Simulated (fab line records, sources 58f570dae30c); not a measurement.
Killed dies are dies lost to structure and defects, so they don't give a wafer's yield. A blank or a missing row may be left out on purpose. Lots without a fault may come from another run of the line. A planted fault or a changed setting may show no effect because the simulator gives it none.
Problem report in the 8D (eight disciplines) form, filled by code | flow berkeley_cmos170 | the parts of the form that need people (team, actions taken, sign-off) are left out

1. THE PROBLEM
oes_product_au at UCB170_M1_ETCH_11 reads a mean of 1.229 a.u. on 6 wafers of 2 lots; wafers without a fault read 0.996 a.u. with a standard deviation of 0.023. That is +10 standard deviations from the usual mean.
The step: etches BARC in N2/H2.
First seen on wafer L520.1, day 9 16:44, on rie_diel-02. The record holds 42 wafers of 14 lots with a number at this step. Rule for "out", or "out of limits": more than 4 standard deviations from the usual mean. The other wafers with a number count as sound.

2. WHAT IT IS AND WHAT IT IS NOT
question                    | is                     | is not
which readings at this step | oes_product_au         | bias_w, drypump_motor_current_A, throttle_valve_pct
which lots                  | L520, L523             | L514, L515, L516, L517, L522, L527, L530, L531, L532, L534, L535, L537
which wafers of those lots  | all that have a number | -
read on which tools         | rie_diel-02            | rie_diel-01, rie_diel-04
when                        | from day 9 16:44       | up to then (15 sound wafers); but 21 sound wafers of L527, L530, L531, L532, L534, L535, L537 came after

3. SUSPECTS, AND WHAT RULES EACH OUT
Counting: a tool at a process step up to the reading stays a suspect if it ran every lot that is out and no sound lot after the first of them.
- rie_diel-02 at UCB170_M1_ETCH_11 (etches BARC in N2/H2): kept. It ran every lot that is out, first L520 (day 9 16:44), and no sound lot after that; its last sound lot up to then is L522 (day 9 16:12). Its own readings are out on those wafers: oes_product_au.
Left after counting: rie_diel-02 at UCB170_M1_ETCH_11.

4. THE CAUSE (what the simulator had put in)
Process parameter drift: rie_diel-02, from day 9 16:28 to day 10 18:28, at UCB170_M1_ETCH_11. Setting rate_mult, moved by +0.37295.
Counting left only this tool.

5. THE CHAIN OF EFFECTS, in route order
Each row: a reading whose mean over the struck wafers that have a number lies more than 3 standard deviations from the usual. Only readings for which the record gives a usual standard deviation are gone through. hours: the time from each lot's start at the first step in this table that gives one to its start at this step, as a median over the lots. sigmas: the change in usual standard deviations.
hours | step              | reading        | usual      | on struck wafers | change | sigmas
0     | UCB170_M1_ETCH_11 | oes_product_au | 0.996 a.u. | 1.229            | +0.233 | +10
The process steps in it:
- UCB170_M1_ETCH_11: etches BARC in N2/H2.
Later measuring or inspecting steps at which every struck wafer that the step has a row for has a number for every such reading, and none has moved that far: UCB170_M1_CD_MEAS_90, UCB170_V1_THK_MEAS_01.

6. WHAT WOULD HAVE CAUGHT IT SOONER
In this record the first reading out of limits was taken at day 9 16:44, 0 hours after the fault began at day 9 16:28.
